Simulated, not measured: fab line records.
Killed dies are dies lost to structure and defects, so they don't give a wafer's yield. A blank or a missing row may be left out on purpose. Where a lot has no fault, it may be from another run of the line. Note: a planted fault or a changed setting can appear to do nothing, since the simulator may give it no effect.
A struck lot beside a sound one | flow berkeleyCmos170 | 27 out of 331 route steps
Sound: wafers L263.1, L263.2, L263.5. Struck: wafers L271.1, L271.4, L271.6. Last of all comes the cause.
Each step with rows lists, per side, the tool, then ch with its chambers, then its first start. Under that, the readings that differ: sound wafers | struck wafers | difference of the means | sigmas: that difference in standard deviations of wafers without a fault.
alike: a reading whose means differ by less than 2 such deviations, as well as words and numbers matching on both sides. not compared: withheld readings; readings where some wafer has no value; bounds like >300 that might hide an equal value; numbers whose values overlap and for which the record gives no deviation.
Wherever a step has rows on one side only, a row that says differs or no value, or a row with sigmas, the two part there. Numbers that have no deviation but don't overlap get no sigmas and don't part them. A reading missing from all wafers of one side parts the sides only when that side holds two or more wafers.

first, 2 steps without rows for these wafers: UCB170_NWELL_PEB_10; UCB170_NWELL_DEVELOP_11 (develop time 45 s).
UCB170_NWELL_OVL_MEAS_12:
  sound on overlay-01, day 2 15:34; struck on overlay-02, day 4 14:26
  alike: NWELL_OVL
UCB170_NWELL_ETCH_13: etches Si3N4 in CH3F/Ar/O2, stops on SiO2, target depth 246.4 nm, time 154 s.
  sound on rieDiel-01 ch 0,1, day 2 15:37; struck on rieDiel-01 ch 0,1,2, day 4 14:29
reading             | sound             | struck            | difference | sigmas
oesProductAu (a.u.) | 0.959 0.957 0.959 | 0.930 0.936 0.935 | -0.025     | -2
  alike: CH3F_flow_sccm, drypumpMotorCurrentA, throttleValvePct
  not compared: rfHoursCounterH
next, for these wafers, 1 step has no rows: UCB170_NWELL_IMPLANT_14.
UCB170_NWELL_STRIP_15: strips in O2.
  sound on plasmaAsher-04 ch 0,1, day 2 15:52; struck on plasmaAsher-02 ch 0,1, day 4 14:44
reading                  | sound             | struck            | difference | sigmas
stripTimeToEndpointS (s) | 17.83 17.79 17.84 | 18.08 18.21 18.04 | +0.29      | +4
  alike: drypumpMotorCurrentA, oesProductAu
  not compared: rfHoursCounterH
UCB170_NWELL_TW_MEAS_16:
  sound on filmMetro-03, day 2 15:58; struck on filmMetro-02, day 4 14:50
reading  | sound          | struck         | difference | sigmas
NWELL_TW | 1274 1281 1278 | 1249 1255 1248 | -27        | -3
then, 5 steps without rows for these wafers: UCB170_NWELL_CLEAN_17 (cleans in SPM, time 600 s); UCB170_NWELL_WET_ETCH_18 (etches Si3N4 in H3PO4, time 14400 s); UCB170_NWELL_WET_ETCH_19 (etches SiO2 in BOE, time 22 s); UCB170_PWELL_CLEAN_00 (cleans in SPM, time 600 s); UCB170_PWELL_CLEAN_01 (cleans in dHF, time 60 s).
UCB170_PWELL_OXIDATION_02: target thk 26.4 nm, ox time 1260 s.
  sound on furnace-01 ch 0, day 3 02:12; struck on furnace-02 ch 0, day 5 03:08
  alike: spikeTcCentreC
UCB170_PWELL_THK_MEAS_03:
  sound on filmMetro-03, day 3 03:33; struck on filmMetro-01, day 5 04:32
reading              | sound          | struck         | difference | sigmas
PWELL_OXIDE_THK (nm) | 26.3 26.5 26.0 | 39.8 40.2 39.3 | +13.5      | +31
then, 2 steps without rows for these wafers: UCB170_PWELL_ANNEAL_04 (time 900 s); UCB170_PWELL_CVD_05 (deposits Si3N4 from SiH2Cl2/NH3, target thk 220 nm, time 3300 s).
UCB170_PWELL_THK_MEAS_06:
  sound on filmMetro-03, day 3 09:50; struck on filmMetro-02, day 5 10:20
  alike: PWELL_NITRIDE_THK
then, 6 steps without rows for these wafers: UCB170_PWELL_HMDS_07 (prime time 60 s); UCB170_PWELL_COAT_08 (resist thk 900 nm); UCB170_PWELL_SOFTBAKE_09 (time 60 s); UCB170_PWELL_EXPOSE_10 (exposes mask PWELL, target cd 3000 nm); UCB170_PWELL_PEB_11; UCB170_PWELL_DEVELOP_12 (develop time 45 s).
UCB170_PWELL_OVL_MEAS_13:
  sound on overlay-02, day 3 12:05; struck on overlay-01, day 5 11:22
  alike: PWELL_OVL
UCB170_PWELL_ETCH_14: etches Si3N4 in CH3F/Ar/O2, stops on SiO2, target depth 242 nm, time 151 s.
  sound on rieDiel-02 ch 1,3, day 3 12:08; struck on rieDiel-04 ch 1,3, day 5 11:25
reading                                     | sound            | struck            | difference | sigmas
model.SiO2_of_PWELL_OXIDATION_02.thkNm (nm) | 22.69 22.12 21.6 | 35.65 36.53 35.08 | +13.62     | 
  alike: CH3F_flow_sccm, drypumpMotorCurrentA, oesProductAu, throttleValvePct
  not compared: rfHoursCounterH
next, for these wafers, 1 step has no rows: UCB170_PWELL_IMPLANT_15.
-- the record jumps here: 6 days lie between the struck wafers' starts before and after (it left off in module PWELL and takes up again in module M3, whose first step shown is number 331 of the route) --
UCB170_M3_PROBE_99:
  the record has rows for the struck wafers here (prober-02, day 11 06:31) and none for the sound ones

== WHERE THEY PART ==
Earliest at UCB170_NWELL_ETCH_13; latest, in this record, at UCB170_M3_PROBE_99.

WHY: what had been put in by the simulator
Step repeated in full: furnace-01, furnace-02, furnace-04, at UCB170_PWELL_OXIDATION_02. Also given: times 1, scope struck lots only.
